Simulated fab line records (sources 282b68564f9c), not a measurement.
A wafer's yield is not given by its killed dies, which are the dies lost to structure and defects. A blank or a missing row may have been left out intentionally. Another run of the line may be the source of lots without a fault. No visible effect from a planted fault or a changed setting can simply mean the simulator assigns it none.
Problem report, 8D (eight disciplines) form, completed by code -- flow ritCmos -- the parts of the form that need people (team, actions taken, sign-off) are left out

## 1. THE PROBLEM
Wafers free of any fault read 0.0731 ohm/sq (standard deviation 0.00081) for M1_AL_RS at RIT_M1_RS_MEAS_01, against a mean of 0.0834 ohm/sq on 2 wafers of 2 lots. Relative to the usual mean, that is a shift of +13 standard deviations.
The step: measures by four-point-probe.
Seen first at day 5 10:13 on filmMetro-02, wafer L145.6. The record holds 36 wafers of 12 lots with a number at this step. By rule, "out" or "out of limits" means more than 4 standard deviations away from the usual mean. The rest of the wafers with a number are treated as sound.

## 2. WHAT IT IS, WHAT IT ISN'T
question,is,is not
which readings at this step,M1_AL_RS,-
which lots,"L145, L147","L136, L137, L138, L139, L146, L148, L150, L152, L156, L158"
which wafers of those lots,"L145.6, L147.2","L145.2, L145.5, L147.4, L147.6"
read on which gauges,filmMetro-02,"filmMetro-03, filmMetro-04"
when,from day 5 10:13,"up to then (14 sound wafers); but 20 sound wafers of L146, L147, L148, L150, L152, L156, L158 came after"

## 3. SUSPECTS, AND WHAT RULES EACH OUT
Counting: if a tool at a process step up to the reading ran every lot that is out, it stays a suspect. Sound lots after the first of them don't rule it out here, since some wafers of a struck lot are sound.
- ruled out: the gauge at RIT_M1_RS_MEAS_01. All the wafers that are out were read on filmMetro-02, but those of them that RIT_M1_SPUTTER_00 has rows for are out there too, on other tools.
- plasmaAsher-04 at RIT_NLDD_STRIP_09 (strips in O2, time 180 s): kept. It processed each lot that is out (first: L145, day 4 22:38); up to then, its last sound lot is L137 (day 3 07:16).
- pvdSputter-03 at RIT_M1_SPUTTER_00 (material Al, target thk 400 nm, time 500 s): kept. It processed each lot that is out (first: L145, day 5 09:55); up to then, its last sound lot is L138 (day 3 22:08). Out on those wafers are its own readings of cathodeDcPowerW.
- The sound lot-mates ran in chamber 0 of plasmaAsher-04 at RIT_NLDD_STRIP_09, but the wafers that are out ran in chamber 1.
After counting, plasmaAsher-04 at RIT_NLDD_STRIP_09 and pvdSputter-03 at RIT_M1_SPUTTER_00 remain.

## 4. THE CAUSE (what the simulator had put in)
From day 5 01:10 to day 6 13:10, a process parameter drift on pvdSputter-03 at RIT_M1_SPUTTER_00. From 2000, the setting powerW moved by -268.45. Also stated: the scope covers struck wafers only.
2 suspects survive the count, and this tool is in that group.

## 5. THE EFFECT CHAIN, in route order
One row per reading whose mean, taken over the struck wafers that have a number, lies over 3 standard deviations from the usual. Only readings whose record carries a usual standard deviation are examined. hours: median over the lots of the time between each lot's start at the first step of this table that gives one and its start at this step. sigmas: the change, counted in usual standard deviations.
hours,step,reading,usual,on struck wafers,change,sigmas
0,RIT_M1_SPUTTER_00,cathodeDcPowerW,1999.9 W,1731.2,-268.7,-99 or more
0,RIT_M1_RS_MEAS_01,M1_AL_RS,0.0731 ohm/sq,0.0834,+0.0103,+13
5,RIT_M1_THK_MEAS_02,M1_AL_THK,400 nm,352,-48,-10
9,RIT_M1_METAL_ETCH_12,oesProductAu,0.779 a.u.,0.721,-0.058,-4.8
Here are the process steps it includes:
- RIT_M1_SPUTTER_00: material Al, target thk 400 nm, time 500 s.
- RIT_M1_METAL_ETCH_12: etches Al in Cl2/BCl3, stops on SiO2, time 165 s, target depth 600 nm.
Later steps that measure or inspect, where all struck wafers having a row at the step show a number for every such reading and not one has moved that far: RIT_M1_CD_MEAS_09.

## 6. WHAT WOULD HAVE CAUGHT IT SOONER
The first out-of-limits reading at a measuring or inspecting step in this record came at day 5 10:13, 9 hours after the fault's start at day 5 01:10.
Tool's own readings at RIT_M1_SPUTTER_00, cathodeDcPowerW: out on all struck wafers the step has rows for; an alarm limit on them would have tripped on the first.
Among the 2 lots that are out, L147 began RIT_M1_SPUTTER_00 on pvdSputter-03 after day 5 10:13. Putting the tool on hold at that point would have spared it.
